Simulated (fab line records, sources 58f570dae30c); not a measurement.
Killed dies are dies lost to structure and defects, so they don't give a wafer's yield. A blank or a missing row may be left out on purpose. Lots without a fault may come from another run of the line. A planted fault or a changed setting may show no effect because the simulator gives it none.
Problem report in the 8D (eight disciplines) form, filled by code | flow berkeley_cmos170 | the parts of the form that need people (team, actions taken, sign-off) are left out

1. THE PROBLEM
killed_at_M0_to_M3 at UCB170_M3_PROBE_99 reads a mean of 35.2 on 6 wafers of 2 lots; wafers without a fault read 0.8 with a standard deviation of 0.93. That is +37 standard deviations from the usual mean.
First seen on wafer L821.1, day 10 22:35, on prober-02. The record holds 18 wafers of 6 lots with a number at this step. Rule for "out", or "out of limits": more than 4 standard deviations from the usual mean. The other wafers with a number count as sound.

2. WHAT IT IS AND WHAT IT IS NOT
question                    | is                                                                                                                            | is not
which readings at this step | killed_at_M0_to_M3, defect_limited_yield, killed_dies, sort_bin_3_pad_short, sort_bin_5_function, sort_n_pass, sort_yield_pct | killed_open, killed_short
which lots                  | L820, L821                                                                                                                    | L813, L814, L817, L827
which wafers of those lots  | all that have a number                                                                                                        | -
read on which tools         | prober-01, prober-02                                                                                                          | -
when                        | from day 10 22:35                                                                                                             | up to then (9 sound wafers); but 3 sound wafers of L827 came after

3. SUSPECTS, AND WHAT RULES EACH OUT
Counting: a tool at a process step up to the reading stays a suspect if it ran every lot that is out and no sound lot after the first of them.
- plasma_asher-04 at UCB170_M1_STRIP_13 (strips in O2): kept. It ran every lot that is out, first L821 (day 10 10:04), and no sound lot after that; its last sound lot up to then is L814 (day 9 10:17).
Left after counting: plasma_asher-04 at UCB170_M1_STRIP_13.

4. THE CAUSE (what the simulator had put in)
Chamber particle source: plasma_asher-04, from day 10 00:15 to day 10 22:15, at UCB170_M1_STRIP_13. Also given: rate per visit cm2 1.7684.
Counting left only this tool.

5. THE CHAIN OF EFFECTS, in route order
Each row: a reading whose mean over the struck wafers that have a number lies more than 3 standard deviations from the usual. Only readings for which the record gives a usual standard deviation are gone through. hours: the time from each lot's start at the first step in this table that gives one to its start at this step, as a median over the lots. sigmas: the change in usual standard deviations.
hours | step               | reading              | usual  | on struck wafers | change | sigmas
0     | UCB170_M3_PROBE_99 | defect_limited_yield | 98.9 % | 85.9             | -13.0  | -21
0     | UCB170_M3_PROBE_99 | killed_at_M0_to_M3   | 0.8    | 35.2             | +34.4  | +37
0     | UCB170_M3_PROBE_99 | killed_dies          | 2.9    | 37.2             | +34.3  | +20
0     | UCB170_M3_PROBE_99 | killed_on_rim        | 0.7    | 7.0              | +6.3   | +8.2
0     | UCB170_M3_PROBE_99 | sort_bin_3_pad_short | 0.1 %  | 3.7              | +3.6   | +25
0     | UCB170_M3_PROBE_99 | sort_bin_5_function  | 0.6 %  | 8.9              | +8.3   | +17
0     | UCB170_M3_PROBE_99 | sort_n_pass          | 261.1  | 226.8            | -34.3  | -20
0     | UCB170_M3_PROBE_99 | sort_yield_pct       | 98.9 % | 85.9             | -13.0  | -21
The process steps in it:
- UCB170_M3_PROBE_99

6. WHAT WOULD HAVE CAUGHT IT SOONER
In this record the first reading out of limits was taken at day 10 22:35, 22 hours after the fault began at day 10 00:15.
Of the tool readings at UCB170_M1_STRIP_13 for which the record gives a usual standard deviation, none was out on any struck wafer, so an alarm limit of 4 standard deviations on them would not have fired.
All the lots that are out (2) had begun UCB170_M1_STRIP_13 on plasma_asher-04 by day 10 22:35. A hold on the tool at that time would have spared none of them.
